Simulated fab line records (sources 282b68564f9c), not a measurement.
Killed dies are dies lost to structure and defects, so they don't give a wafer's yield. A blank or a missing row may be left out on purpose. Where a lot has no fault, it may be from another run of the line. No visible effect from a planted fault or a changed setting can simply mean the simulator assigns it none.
fab line records	flow ritCmos
[record] lots = 6	wafers = 18	lastDay = 7
route steps=202 shown PRETRO@72 GATE@75 FOX2@80 REOX@98 NLDD@103 SDANNEAL@155 M1@202
lots that met no fault: from a run of the same line without faults
startH: start of the lot's first displayed wafer, in hours after the record's first day	waitH: hours from the lot's prior step to this one	" same as the row above	L1.1+2: a single row standing in for several wafers	- no value, or no start was given	* or withheld: withheld	< > ~ a bound
route shown NAME@n: a module of which the file shows steps, and the number in the route of the first	usual: the fault-free wafers' mean and standard deviation	same: alike in all rows	chamber/n: place in a boat	sites: per-site readings	_std_site: standard deviation across them	_edge_site: outer sites' mean less inner sites'	radiusMm: how far each site lies from the wafer's centre	mask NAME#n: copy n	behind: tool/chamber where the wafer was last shaped	hold: why the lot went on hold/how many hours it stayed there/how the hold came to an end	device: the n, p or np transistor that did not switch	end of line: tests run on the same wafers once the route is complete	where a step has no rows: the recipe by itself	killed: at the first sort, the dies lost to defects and structure; wafer yield is something else	map: the dies of a wafer, with x for killed, . for not killed, _ for no die there
set.NAME: the run value of the setting; set.NAME@STEP: its run value at that earlier step	model.NAME: the simulator's own value behind a step, which no gauge read
a table for each step, a row for each wafer; lots at some steps of the route
services: a tool's chamber out of use, with start hour (startH, from the record's first day; less than 0 if before it), hours out, and reason
[[steps]]
[step RIT_PRETRO_IMPLANT_08]
[recipe] species = B	energyKev = 45	doseCm2 = 1.2e+13	tiltDeg = 7
[step RIT_PRETRO_STRIP_09]
[recipe] chemistry = O2	timeS = 180	resist = NOVOLAK	platenTempC = withheld	powerW = 500	pressureMtorr = 4000	o2FlowSccm = 4000
[usual] drypumpMotorCurrentA = 5.9/0.37
lot.wafer	tool	chamber	startH	waitH	drypumpMotorCurrentA	rfHoursCounterH
L795.1	plasmaAsher-03	0	45.08	0.1	5.7	24
L795.3	"	1	"	"	5.7	-
L795.6	"	1	"	"	5.7	-
L798.1	plasmaAsher-03	0	57.79	0.1	5.7	26
L798.2	"	1	"	"	5.7	26
L798.3	"	1	"	"	5.7	-
L800.3	plasmaAsher-02	0	65.78	0.1	6.3	-
L800.4	"	1	"	"	6.3	-
L800.5	"	0	"	"	6.4	-
L806.1	plasmaAsher-02	1	95.87	0.1	6.3	43
L806.4	"	1	"	"	6.3	-
L806.5	"	1	"	"	6.3	-
L809.1	plasmaAsher-03	0	110.80	0.1	5.7	32
L809.2	"	1	"	"	5.7	32
L809.5	"	1	"	"	5.6	-
L816.3	plasmaAsher-02	1	146.81	0.1	6.3	-
L816.5	"	0	"	"	6.4	-
L816.6	"	1	"	"	6.3	-
[step RIT_PRETRO_TW_MEAS_10]
[usual] PRETRO_TW = 472/5.8
lot.wafer	tool	chamber	startH	waitH	PRETRO_TW
L795.1	filmMetro-04	-	45.25	0.1	468
L795.3	"	-	"	"	465
L795.6	"	-	"	"	466
L798.1	filmMetro-04	-	57.97	0.1	467
L798.2	"	-	"	"	468
L798.3	"	-	"	"	467
L800.3	filmMetro-02	-	65.92	0.1	476
L800.4	"	-	"	"	475
L800.5	"	-	"	"	479
L806.1	filmMetro-01	-	96.05	0.1	469
L806.4	"	-	"	"	470
L806.5	"	-	"	"	470
L809.1	filmMetro-04	-	110.97	0.1	468
L809.2	"	-	"	"	465
L809.5	"	-	"	"	467
L816.3	filmMetro-02	-	146.95	0.1	481
L816.5	"	-	"	"	482
L816.6	"	-	"	"	482
[step RIT_GATE_WET_ETCH_00]
[recipe] chemistry = BOE	target = SiO2	targetDepthNm = 56	timeS = 60	dry = n2Spin	dilution = 10:1	tempC = 21.5
[step RIT_GATE_CLEAN_01]
[recipe] chemistry = SC1	mix = 3:3:50	timeS = 600	tempC = 75
[step RIT_GATE_CLEAN_02]
[recipe] chemistry = dHF	dilution = 50:1	timeS = 30
[step RIT_GATE_CLEAN_03]
[recipe] chemistry = SC2	mix = 3:3:50	timeS = 600	tempC = 75	dry = n2Spin
[step RIT_GATE_CLEAN_04]
[recipe] chemistry = dHF	dilution = 50:1	timeS = 60	dry = n2Spin
[step RIT_FOX2_THK_MEAS_91]
[recipe] reads = SiO2_of_FOX2_OXIDATION_00
[usual] FIELD_OXIDE_LEFT_2_THK = 251/6.5
lot.wafer	tool	chamber	startH	waitH	FIELD_OXIDE_LEFT_2_THK[nm]
L795.1	filmMetro-01	-	45.77	0.0	252
L795.3	"	-	"	"	252
L795.6	"	-	"	"	254
L798.1	filmMetro-01	-	58.46	0.0	242
L798.2	"	-	"	"	242
L798.3	"	-	"	"	239
L800.3	filmMetro-03	-	66.40	0.0	258
L800.4	"	-	"	"	256
L800.5	"	-	"	"	246
L806.1	filmMetro-04	-	96.52	0.0	250
L806.4	"	-	"	"	246
L806.5	"	-	"	"	242
L809.1	filmMetro-01	-	111.45	0.0	249
L809.2	"	-	"	"	257
L809.5	"	-	"	"	257
L816.3	filmMetro-03	-	147.43	0.0	249
L816.5	"	-	"	"	260
L816.6	"	-	"	"	259
[step RIT_GATE_OXIDATION_05]
[recipe] tempC = 900	ambient = O2	targetThkA = 30	oxTimeS = 270
[step RIT_GATE_ANNEAL_06]
[recipe] tempC = 900	timeS = 600	ambient = N2O
[step RIT_GATE_THK_MEAS_07]
[recipe] reads = SiO2_of_GATE_OXIDATION_05
[usual] GATE_OXIDE_THK = 3.01/0.067
lot.wafer	tool	chamber	startH	waitH	GATE_OXIDE_THK[nm]
L795.1	filmMetro-01	-	48.21	0.0	2.97
L795.3	"	-	"	"	2.92
L795.6	"	-	"	"	3.06
L798.1	filmMetro-01	-	59.85	0.0	2.97
L798.2	"	-	"	"	2.96
L798.3	"	-	"	"	2.96
L800.3	filmMetro-04	-	68.67	0.0	3.08
L800.4	"	-	"	"	3.00
L800.5	"	-	"	"	3.06
L806.1	filmMetro-03	-	98.30	0.0	2.86
L806.4	"	-	"	"	2.91
L806.5	"	-	"	"	2.81
L809.1	filmMetro-04	-	113.62	0.0	2.97
L809.2	"	-	"	"	2.96
L809.5	"	-	"	"	2.93
L816.3	filmMetro-04	-	148.81	0.0	3.22
L816.5	"	-	"	"	3.15
L816.6	"	-	"	"	3.17
[step RIT_GATE_CVD_08]
[recipe] material = poly-Si	targetThkNm = 250	tempC = 610	precursor = SiH4	timeS = 2220	pressureMtorr = 300	sih4FlowSccm = 100
[usual] spikeTcCentreC = 611.9/1.4	spikeTcSourceC = 631.1/2.5	susceptorTempC = 609.97/0.23	zonePowerSourcePct = 11.6/1.4
lot.wafer	tool	chamber	startH	waitH	spikeTcCentreC	spikeTcSourceC	susceptorTempC	zonePowerSourcePct	model.poly-Si_of_GATE_CVD_08.thkNm
L795.1	lpcvd-02	0	48.27	0.1	612.8	635.9	610.02	11.2	244.8
L795.3	"	0	"	"	613.7	635.7	609.85	10.9	245.7
L795.6	"	0	"	"	614.8	635.6	609.89	11.2	244.3
L798.1	lpcvd-02	1	60.82	1.0	605.4	623.6	604.06	13.1	219.1
L798.2	"	1	"	"	605.4	621.3	604.26	13.3	220.6
L798.3	"	1	"	"	603.6	622.3	604.52	13.1	218.9
L800.3	lpcvd-02	1	68.71	0.0	604.8	622.8	604.18	13.2	213
L800.4	"	1	"	"	603.5	623.7	604.57	13.2	212.7
L800.5	"	1	"	"	605.5	623.0	604.21	13.2	214.9
L806.1	lpcvd-01	1	98.36	0.1	612.4	632.0	610.49	12.4	250.3
L806.4	"	1	"	"	612.5	630.6	610.09	12.4	251.7
L806.5	"	1	"	"	613.7	631.5	610.53	12.6	249.3
L809.1	lpcvd-01	1	113.68	0.1	610.7	631.8	610.23	12.4	251.2
L809.2	"	1	"	"	612.0	632.2	609.63	12.3	250.8
L809.5	"	1	"	"	612.2	630.4	609.92	12.5	250.3
L816.3	lpcvd-01	0	148.85	0.0	613.7	631.1	609.65	9.8	248.1
L816.5	"	0	"	"	612.0	631.3	609.90	9.8	248.2
L816.6	"	0	"	"	609.9	631.3	609.55	9.6	249.3
[step RIT_GATE_THK_MEAS_09]
[recipe] reads = poly-Si_of_GATE_CVD_08
[usual] GATE_POLY_THK = 249.7/2.1
lot.wafer	tool	chamber	startH	waitH	GATE_POLY_THK[nm]
L795.1	filmMetro-04	-	50.69	0.0	244.8
L795.3	"	-	"	"	245.8
L795.6	"	-	"	"	244.2
L798.1	filmMetro-01	-	62.44	0.0	219.0
L798.2	"	-	"	"	220.6
L798.3	"	-	"	"	219.0
L800.3	filmMetro-03	-	70.34	0.0	213.0
L800.4	"	-	"	"	212.9
L800.5	"	-	"	"	215.0
L806.1	filmMetro-01	-	99.98	0.0	250.2
L806.4	"	-	"	"	251.5
L806.5	"	-	"	"	249.2
L809.1	filmMetro-01	-	115.29	0.0	251.1
L809.2	"	-	"	"	250.7
L809.5	"	-	"	"	250.3
L816.3	filmMetro-01	-	150.49	0.0	248.2
L816.5	"	-	"	"	248.1
L816.6	"	-	"	"	249.2
[step RIT_GATE_HMDS_10]
[recipe] primeTimeS = 60	primeTempC = 140
[step RIT_GATE_COAT_11]
[recipe] resist = NOVOLAK	spinRpm = 4250	resistThkNm = 850
[step RIT_GATE_SOFTBAKE_12]
[recipe] resist = NOVOLAK	tempC = 90	timeS = 60
[step RIT_GATE_EXPOSE_13]
[recipe] maskId = M6	na = 0.6	sourceShape = conventional	sigmaOuter = 0.6	targetCdNm = 150	doseMj = 380
[step RIT_GATE_PEB_14]
[recipe] resist = NOVOLAK	tempC = withheld	timeS = withheld
[step RIT_GATE_DEVELOP_15]
[recipe] resist = NOVOLAK	developTimeS = 50	devTempC = 23
[step RIT_GATE_CD_MEAS_16]
[recipe] targetCdNm = 150
[usual] cdNm = 151.2/2.5
lot.wafer	tool	chamber	startH	waitH	cdNm
L795.1	cdSem-02	-	51.92	-	150.4
L795.3	"	-	"	"	151.2
L795.6	"	-	"	"	152.7
L798.1	cdSem-02	-	63.60	-	154.0
L798.2	"	-	"	"	153.2
L798.3	"	-	"	"	152.9
L800.3	cdSem-01	-	71.27	-	146.8
L800.4	"	-	"	"	150.1
L800.5	"	-	"	"	147.3
L806.1	cdSem-02	-	101.20	-	148.6
L806.4	"	-	"	"	147.6
L806.5	"	-	"	"	147.7
L809.1	cdSem-02	-	116.45	-	145.6
L809.2	"	-	"	"	150.4
L809.5	"	-	"	"	146.5
L816.3	cdSem-02	-	151.54	-	148.6
L816.5	"	-	"	"	149.9
L816.6	"	-	"	"	149.6
[step RIT_GATE_OVL_MEAS_17]
[usual] GATE_OVL = -0.7/1.2
lot.wafer	tool	chamber	startH	waitH	GATE_OVL[nm]
L795.1	overlay-02	-	52.04	0.1	-1.9
L795.3	"	-	"	"	-0.6
L795.6	"	-	"	"	0.5
L798.1	overlay-02	-	63.72	0.1	-1.2
L798.2	"	-	"	"	-1.2
L798.3	"	-	"	"	-1.5
L800.3	overlay-02	-	71.36	0.1	-0.7
L800.4	"	-	"	"	-1.7
L800.5	"	-	"	"	0.7
L806.1	overlay-01	-	101.32	0.1	0.7
L806.4	"	-	"	"	1.5
L806.5	"	-	"	"	-1.0
L809.1	overlay-02	-	116.57	0.1	-1.2
L809.2	"	-	"	"	-0.3
L809.5	"	-	"	"	-2.0
L816.3	overlay-01	-	151.63	0.1	-1.0
L816.5	"	-	"	"	-1.8
L816.6	"	-	"	"	-3.0
[step RIT_GATE_HARDBAKE_18]
[recipe] resist = NOVOLAK	tempC = 140	timeS = 60
[step RIT_GATE_ETCH_19]
[recipe] chemistry = SF6/CHF3/O2	timeS = 165	SF6_flow_sccm = 30	CHF3_flow_sccm = 30	O2_flow_sccm = 5	target = poly-Si	pressureMtorr = 40	rfW = 160	targetDepthA = 3125	overEtchFrac = 0.25	stopOn = SiO2
[usual] O2_flow_sccm = 4.998/0.015	drypumpMotorCurrentA = 5.6/0.38	oesProductAu = 0.840/0.0089	throttleValvePct = 10.24/0.18
lot.wafer	tool	chamber	startH	waitH	O2_flow_sccm	drypumpMotorCurrentA	oesProductAu	rfHoursCounterH	throttleValvePct	model.etch.depthNm	model.GATE.featureDepthNm
L795.1	rieSi-01	3	52.23	0.1	4.997	5.8	0.819	146	10.22	244.8	244.8
L795.3	"	0	"	"	5.016	4.8	0.832	131	10.18	245.7	245.7
L795.6	"	3	"	"	5.006	5.8	0.814	-	10.23	244.3	244.3
L798.1	rieSi-02	2	64.00	0.1	4.997	5.4	0.777	144	9.97	219.1	219.1
L798.2	"	0	"	"	5.004	6.1	0.770	30	10.24	220.6	220.6
L798.3	"	1	"	"	5.019	5.6	0.770	1	10.47	218.9	218.9
L800.3	rieSi-02	0	71.54	0.1	4.985	6.1	0.753	31	10.24	213	213
L800.4	"	1	"	"	5.040	5.6	0.763	-	10.48	212.7	212.7
L800.5	"	0	"	"	4.993	6.1	0.744	-	10.25	214.9	214.9
L806.1	rieSi-02	2	101.51	0.1	4.998	5.4	0.839	145	9.98	250.3	250.3
L806.4	"	3	"	"	4.983	5.9	0.853	-	10.01	251.7	251.7
L806.5	"	0	"	"	5.009	6.1	0.838	-	10.24	249.3	249.3
L809.1	rieSi-01	1	116.76	0.1	5.026	5.3	0.848	80	10.50	251.2	251.2
L809.2	"	3	"	"	5.009	5.8	0.827	147	10.22	250.8	250.8
L809.5	"	3	"	"	5.010	5.8	0.832	-	10.19	250.3	250.3
L816.3	rieSi-02	3	151.81	0.1	5.011	5.9	0.849	1	10.02	248.1	248.1
L816.5	"	0	"	"	4.988	6.1	0.843	-	10.24	248.2	248.2
L816.6	"	1	"	"	4.978	5.6	0.847	-	10.47	249.3	249.3
[step RIT_GATE_STRIP_20]
[recipe] chemistry = O2	timeS = 180	resist = NOVOLAK	platenTempC = withheld	powerW = 500	pressureMtorr = 4000	o2FlowSccm = 4000
[usual] drypumpMotorCurrentA = 5.8/0.37
lot.wafer	tool	chamber	startH	waitH	drypumpMotorCurrentA	rfHoursCounterH
L795.1	plasmaAsher-04	0	52.34	0.1	6.6	41
L795.3	"	0	"	"	6.6	-
L795.6	"	0	"	"	6.6	-
L798.1	plasmaAsher-03	0	64.11	0.1	5.7	26
L798.2	"	1	"	"	5.6	26
L798.3	"	1	"	"	5.6	-
L800.3	plasmaAsher-04	1	71.71	0.1	6.1	-
L800.4	"	0	"	"	6.5	-
L800.5	"	0	"	"	6.5	-
L806.1	plasmaAsher-01	1	101.62	0.1	5.5	47
L806.4	"	0	"	"	5.4	-
L806.5	"	0	"	"	5.4	-
L809.1	plasmaAsher-03	1	116.95	0.1	5.7	33
L809.2	"	0	"	"	5.7	33
L809.5	"	0	"	"	5.7	-
L816.3	plasmaAsher-01	0	151.97	0.1	5.4	-
L816.5	"	0	"	"	5.4	-
L816.6	"	1	"	"	5.5	-
[step RIT_GATE_CD_MEAS_90]
[recipe] targetCdNm = 150
[usual] cdNm = 151.2/2.5
lot.wafer	tool	chamber	startH	waitH	cdNm
L795.1	cdSem-02	-	52.51	0.1	150.4
L795.3	"	-	"	"	151.1
L795.6	"	-	"	"	152.8
L798.1	cdSem-01	-	64.28	0.1	153.5
L798.2	"	-	"	"	153.2
L798.3	"	-	"	"	152.9
L800.3	cdSem-01	-	71.86	0.1	146.8
L800.4	"	-	"	"	150.8
L800.5	"	-	"	"	146.4
L806.1	cdSem-02	-	101.79	0.1	148.7
L806.4	"	-	"	"	147.2
L806.5	"	-	"	"	148.0
L809.1	cdSem-02	-	117.12	0.1	146.0
L809.2	"	-	"	"	150.7
L809.5	"	-	"	"	146.0
L816.3	cdSem-02	-	152.13	0.1	148.8
L816.5	"	-	"	"	149.5
L816.6	"	-	"	"	149.4
[step RIT_REOX_CLEAN_00]
[recipe] chemistry = SC1	mix = 3:3:50	timeS = 600	tempC = 75
[step RIT_REOX_CLEAN_01]
[recipe] chemistry = dHF	dilution = 50:1	timeS = 30
[step RIT_REOX_CLEAN_02]
[recipe] chemistry = SC2	mix = 3:3:50	timeS = 600	tempC = 75	dry = n2Spin
[step RIT_REOX_OXIDATION_03]
[recipe] tempC = 900	ambient = O2	targetThkA = 252	oxTimeS = 5580
[step RIT_REOX_THK_MEAS_04]
[recipe] reads = SiO2_of_REOX_OXIDATION_03
[usual] REOX_OXIDE_THK = 25.3/0.49
lot.wafer	tool	chamber	startH	waitH	REOX_OXIDE_THK[nm]
L795.1	filmMetro-02	-	55.58	0.0	24.5
L795.3	"	-	"	"	25.4
L795.6	"	-	"	"	24.8
L798.1	filmMetro-02	-	67.32	0.0	25.5
L798.2	"	-	"	"	25.5
L798.3	"	-	"	"	25.5
L800.3	filmMetro-04	-	74.88	0.0	24.6
L800.4	"	-	"	"	24.6
L800.5	"	-	"	"	24.8
L806.1	filmMetro-03	-	104.83	0.0	25.7
L806.4	"	-	"	"	25.3
L806.5	"	-	"	"	25.9
L809.1	filmMetro-03	-	120.19	0.0	25.5
L809.2	"	-	"	"	25.3
L809.5	"	-	"	"	25.7
L816.3	filmMetro-02	-	155.64	0.0	25.9
L816.5	"	-	"	"	25.8
L816.6	"	-	"	"	26.0
[step RIT_NLDD_HMDS_00]
[recipe] primeTimeS = 60	primeTempC = 140
[step RIT_NLDD_COAT_01]
[recipe] resist = NOVOLAK	spinRpm = 3250	resistThkNm = 1000
[step RIT_NLDD_SOFTBAKE_02]
[recipe] resist = NOVOLAK	tempC = 90	timeS = 60
[step RIT_NLDD_EXPOSE_03]
[recipe] maskId = M7	na = 0.57	targetCdNm = 40700	doseMj = 250
[step RIT_NLDD_PEB_04]
[recipe] resist = NOVOLAK	tempC = withheld	timeS = withheld
[step RIT_NLDD_DEVELOP_05]
[recipe] resist = NOVOLAK	developTimeS = 50	devTempC = 23
[step RIT_NLDD_OVL_MEAS_06]
[usual] NLDD_OVL = -1.1/1.2
lot.wafer	tool	chamber	startH	waitH	NLDD_OVL[nm]
L795.1	overlay-02	-	56.61	-	-1.0
L795.3	"	-	"	"	-0.3
L795.6	"	-	"	"	-0.1
L798.1	overlay-02	-	68.36	-	-0.6
L798.2	"	-	"	"	-2.0
L798.3	"	-	"	"	-0.9
L800.3	overlay-01	-	76.02	-	-0.7
L800.4	"	-	"	"	-0.3
L800.5	"	-	"	"	-1.6
L806.1	overlay-02	-	105.74	-	-0.9
L806.4	"	-	"	"	-0.3
L806.5	"	-	"	"	-0.5
L809.1	overlay-02	-	121.41	-	1.3
L809.2	"	-	"	"	-1.7
L809.5	"	-	"	"	0.8
L816.3	overlay-01	-	156.67	-	-2.7
L816.5	"	-	"	"	-0.4
L816.6	"	-	"	"	-2.5
[step RIT_NLDD_HARDBAKE_07]
[recipe] resist = NOVOLAK	tempC = 140	timeS = 60
[step RIT_NLDD_IMPLANT_08]
[recipe] species = P	energyKev = 20	doseCm2 = 5e+14	tiltDeg = 7
[step RIT_NLDD_STRIP_09]
[recipe] chemistry = O2	timeS = 180	resist = NOVOLAK	platenTempC = withheld	powerW = 500	pressureMtorr = 4000	o2FlowSccm = 4000
[usual] drypumpMotorCurrentA = 6.1/0.33
lot.wafer	tool	chamber	startH	waitH	drypumpMotorCurrentA	rfHoursCounterH
L795.1	plasmaAsher-02	1	56.95	0.1	6.3	39
L795.3	"	1	"	"	6.3	-
L795.6	"	0	"	"	6.4	-
L798.1	plasmaAsher-03	0	68.69	0.1	5.7	27
L798.2	"	1	"	"	5.7	27
L798.3	"	0	"	"	5.7	-
L800.3	plasmaAsher-04	0	76.40	0.1	6.6	-
L800.4	"	1	"	"	6.1	-
L800.5	"	0	"	"	6.6	-
L806.1	plasmaAsher-02	0	106.08	0.1	6.4	45
L806.4	"	0	"	"	6.4	-
L806.5	"	0	"	"	6.4	-
L809.1	plasmaAsher-04	0	122.06	0.1	6.6	1
L809.2	"	1	"	"	6.1	1
L809.5	"	0	"	"	6.6	-
L816.3	plasmaAsher-02	0	157.05	0.1	6.4	-
L816.5	"	1	"	"	6.3	-
L816.6	"	0	"	"	6.4	-
[step RIT_NLDD_TW_MEAS_10]
[usual] NLDD_TW = 2488/21
lot.wafer	tool	chamber	startH	waitH	NLDD_TW
L795.1	filmMetro-02	-	57.12	0.1	2510
L795.3	"	-	"	"	2494
L795.6	"	-	"	"	2491
L798.1	filmMetro-03	-	68.87	0.1	2497
L798.2	"	-	"	"	2496
L798.3	"	-	"	"	2510
L800.3	filmMetro-03	-	76.54	0.1	2490
L800.4	"	-	"	"	2497
L800.5	"	-	"	"	2512
L806.1	filmMetro-03	-	106.25	0.1	2495
L806.4	"	-	"	"	2506
L806.5	"	-	"	"	2490
L809.1	filmMetro-01	-	122.23	0.1	2476
L809.2	"	-	"	"	2491
L809.5	"	-	"	"	2496
L816.3	filmMetro-01	-	157.19	0.1	2457
L816.5	"	-	"	"	2449
L816.6	"	-	"	"	2462
[step RIT_SDANNEAL_CLEAN_02]
[recipe] chemistry = SC2	mix = 3:3:50	timeS = 600	tempC = 75	dry = n2Spin
lot.wafer	tool	chamber	startH	waitH	model.poly-Si_of_GATE_CVD_08.thkNm
L795.1+6	wetBench-02	2	64.73	0.0	158.1
L795.3	"	2	"	"	159.5
L798.1	wetBench-01	1	76.29	0.0	132.4
L798.2	"	1	"	"	134.2
L798.3	"	1	"	"	132.2
L800.3	wetBench-01	3	83.84	0.0	126.7
L800.4	"	3	"	"	127.4
L800.5	"	3	"	"	128.2
L806.1+4	wetBench-02	1	113.94	0.0	163.4
L806.5	"	1	"	"	162.9
L809.1	wetBench-02	3	129.26	0.0	164.9
L809.2+5	"	3	"	"	164.2
L816.3	wetBench-01	2	164.54	0.0	161.6
L816.5	"	2	"	"	161.3
L816.6	"	2	"	"	162.5
[step RIT_M1_PROBE_99]
[usual] killedAtFrontEnd = 7/3.2	killedDies = 7/3.2	killedOnRim = 1.7/1.3	killedOpen = 3.2/2.1	killedShort = 3.5/2.2
[same] grossDies = 264	killed_at_M0_to_M3 = 0	killed_at_M4_up = 0	killedAtBackSide = 0	killedAtContacts = 0	killedAtOther = 0
lot.wafer	tool	chamber	startH	waitH	killedAtFrontEnd	killedDies	killedOnRim	killedOpen	killedShort	model.etest.pmosTurned.rOnOhmUm	model.etest.nmosTurned.driveUaUm	model.etest.pmosTurned.driveUaUm	model.etest.ppolyLine.rsOhmSq	model.etest.nmos_0p15.toxInvNm	model.etest.nmos_0p15.overlapFfUm
L795.1	prober-02	-	72.32	0.1	4	4	2	2	2	3210	339	208.5	16.55	4.483	0.2507
L795.3	prober-02	-	72.42	0.2	13	13	4	6	7	3273	326.9	204	16.57	4.378	0.2417
L795.6	prober-02	-	72.57	0.2	8	8	1	2	6	3282	333.6	203.3	16.57	4.475	0.2463
L798.1	prober-01	-	84.95	0.1	4	4	0	3	1	3337	358.7	200.6	16.65	4.342	0.248
L798.2	prober-01	-	85.00	0.1	5	5	3	3	2	3318	360.4	205.7	16.6	4.366	0.2509
L798.3	prober-01	-	85.05	0.2	18	18	3	12	6	3272	365.8	205.5	16.68	4.335	0.2516
L800.3	prober-01	-	91.77	0.2	9	9	2	4	5	3064	390.1	220.7	16.78	4.406	0.2605
L800.4	prober-01	-	91.82	0.2	10	10	3	5	5	3128	389.4	219.7	16.7	4.392	0.2606
L800.5	prober-01	-	91.87	0.2	8	8	2	5	3	3004	396.4	227.4	16.87	4.334	0.2615
L806.1	prober-01	-	121.57	0.1	9	9	1	5	4	3433	318.2	188.2	16.43	4.379	0.2399
L806.4	prober-01	-	121.72	0.2	12	12	2	8	4	3388	326.9	190.8	16.29	4.36	0.2456
L806.5	prober-01	-	121.77	0.2	16	16	5	5	11	3435	324.3	189.5	16.45	4.363	0.2418
L809.1	prober-02	-	137.03	0.1	6	6	2	4	2	3348	322.4	194.8	16.31	4.458	0.2391
L809.2	prober-02	-	137.08	0.1	8	8	2	5	3	3449	319.6	189.3	16.38	4.448	0.2417
L809.5	prober-02	-	137.23	0.2	10	10	1	8	2	3434	312.8	190.1	16.36	4.447	0.237
L816.3	prober-01	-	173.70	0.2	8	8	3	5	3	3609	303.9	175	16.36	4.621	0.2319
L816.5	prober-01	-	173.80	0.2	2	2	1	0	2	3560	303.2	177.4	16.41	4.641	0.2316
L816.6	prober-01	-	173.85	0.2	4	4	1	1	3	3648	299.6	172.8	16.46	4.621	0.2289
// killed by level:class
L795.1 FOX1:geometricParticle:short=1 SPACER:geometricParticle:open=1 SPACER:geometricParticle:short=1 SILICIDE:geometricParticle:open=1
L795.3 GATE:geometricParticle:short=4 GATE:geometricParticle:open=3 SILICIDE:geometricParticle:short=2 FOX1:geometricParticle:open=1 FOX2:geometricParticle:open=1 REOX:geometricParticle:short=1 SPACER:geometricParticle:open=1
L795.6 FOX2:geometricParticle:short=2 FOX1:geometricParticle:short=1 GATE:geometricParticle:short=1 GATE:geometricParticle:open=1 SPACER:geometricParticle:short=1 SPACER:geometricParticle:open=1 SILICIDE:geometricParticle:short=1
L798.1 SPACER:geometricParticle:open=2 FOX1:geometricParticle:open=1 SPACER:geometricParticle:short=1
L798.2 REOX:geometricParticle:open=2 REOX:geometricParticle:short=1 SILICIDE:geometricParticle:short=1 SILICIDE:geometricParticle:open=1
L798.3 REOX:geometricParticle:short=5 REOX:geometricParticle:open=3 FOX2:geometricParticle:open=2 GATE:geometricParticle:open=2 SPACER:geometricParticle:open=2 SILICIDE:geometricParticle:open=2 FOX1:geometricParticle:open=1 SPACER:geometricParticle:short=1
L800.3 SPACER:geometricParticle:short=2 FOX1:geometricParticle:open=1 FOX2:geometricParticle:short=1 FOX2:geometricParticle:open=1 GATE:geometricParticle:short=1 REOX:geometricParticle:open=1 SPACER:geometricParticle:open=1 SILICIDE:geometricParticle:short=1
L800.4 GATE:geometricParticle:open=2 SILICIDE:geometricParticle:short=2 FOX1:geometricParticle:open=1 FOX2:geometricParticle:short=1 GATE:geometricParticle:short=1 REOX:geometricParticle:open=1 SPACER:geometricParticle:short=1 SILICIDE:geometricParticle:open=1
L800.5 GATE:geometricParticle:short=2 SILICIDE:geometricParticle:open=2 FOX1:geometricParticle:open=1 FOX2:geometricParticle:short=1 GATE:geometricParticle:open=1 REOX:geometricParticle:open=1
L806.1 REOX:geometricParticle:short=3 GATE:geometricParticle:open=2 FOX2:geometricParticle:open=1 GATE:geometricParticle:short=1 REOX:geometricParticle:open=1 SILICIDE:geometricParticle:open=1
L806.4 GATE:geometricParticle:open=3 REOX:geometricParticle:open=3 FOX1:geometricParticle:open=2 FOX2:geometricParticle:short=1 GATE:geometricParticle:short=1 REOX:geometricParticle:short=1 SPACER:geometricParticle:short=1
L806.5 GATE:geometricParticle:short=4 FOX1:geometricParticle:short=3 REOX:geometricParticle:short=3 GATE:geometricParticle:open=2 REOX:geometricParticle:open=2 SPACER:geometricParticle:short=1 SILICIDE:geometricParticle:open=1
L809.1 GATE:geometricParticle:open=2 GATE:geometricParticle:short=2 SILICIDE:geometricParticle:open=2
L809.2 GATE:geometricParticle:open=4 GATE:geometricParticle:short=3 SPACER:geometricParticle:open=1
L809.5 GATE:geometricParticle:open=5 SPACER:geometricParticle:open=2 ACTIVE:geometricParticle:open=1 GATE:geometricParticle:short=1 SPACER:geometricParticle:short=1
L816.3 GATE:geometricParticle:short=2 REOX:geometricParticle:open=2 SPACER:geometricParticle:open=2 GATE:geometricParticle:open=1 SILICIDE:geometricParticle:short=1
L816.5 GATE:geometricParticle:short=2
L816.6 GATE:geometricParticle:short=2 GATE:geometricParticle:open=1 REOX:geometricParticle:short=1
[[services]]
tool	chamber	startH	hours	kind
rieSi-01	2	49.87	1.8	repair
lpcvd-02	-	56.49	4.3	pm
rieSi-02	3	60.33	-	clean
rieSi-02	3	60.33	28.1	scheduledDown
rieSi-02	3	60.33	28.1	ventCycle
rieSi-02	1	90.28	1.9	repair
rieSi-02	1	98.12	23.4	repair
plasmaAsher-01	-	106.44	15.6	pm
plasmaAsher-04	-	108.75	9.0	pm
plasmaAsher-04	0	108.75	9.0	ventCycle
plasmaAsher-04	1	108.75	9.0	ventCycle
lpcvd-01	-	111.01	1.0	repair
plasmaAsher-04	0	117.75	-	clean
plasmaAsher-04	1	117.75	-	clean
rieSi-01	-	120.46	2.8	pm
rieSi-01	3	128.29	-	clean
rieSi-01	3	128.29	16.4	scheduledDown
rieSi-01	3	128.29	16.4	ventCycle
plasmaAsher-01	-	131.99	10.1	repair
rieSi-02	2	142.98	3.7	repair
rieSi-02	2	146.71	-	clean
rieSi-02	2	146.71	17.2	scheduledDown
rieSi-02	2	146.71	17.2	ventCycle
rieSi-01	3	158.50	2.6	repair
[[key]]
[firstSign] step = RIT_GATE_CVD_08	reading = susceptorTempC	direction = down	sigmas = 25	usual = *	struck = *
[effect] step = RIT_GATE_CVD_08	reading = spikeTcCentreC	direction = down	sigmas = 5.1	usual = 611.9	struck = 604.7
[effect] step = RIT_GATE_THK_MEAS_09	reading = GATE_POLY_THK	direction = down	sigmas = 16	usual = 249.7	struck = 216.6
[effect] step = RIT_GATE_ETCH_19	reading = oesProductAu	direction = down	sigmas = 8.6	usual = 0.840	struck = 0.763
[modelEffect] step = RIT_GATE_CVD_08	value = poly-Si_of_GATE_CVD_08.thkNm	without = 248.5	struck = 216.5
[modelEffect] step = RIT_GATE_ETCH_19	value = etch.depthNm	without = 248.5	struck = 216.5
[modelEffect] step = RIT_SDANNEAL_CLEAN_02	value = poly-Si_of_GATE_CVD_08.thkNm	without = 162.1	struck = 130.2
[modelEffect] step = RIT_M1_PROBE_99	value = etest.pmosTurned.rOnOhmUm	without = 3392	struck = 3187
metAt RIT_GATE_CVD_08
struckWafers L798.1,L798.2,L798.3,L800.3,L800.4,L800.5
testerLeftOut L798,L800
[fault] kind = processParameterDrift	tool = lpcvd-02	chamber = 1	onsetH = 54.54	steps = RIT_GATE_CVD_08	channel = tempC	offset = *	shape = step	endH = 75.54	actsIn = *	stated = *
// testerLeftOut: of these lots the tester's yield and bins aren't shown, on N5 and GAA mostly nor the transistor test; their killed dies are dies lost to structure and defects alone, not to doping, threshold or leakage, so they don't give the yield
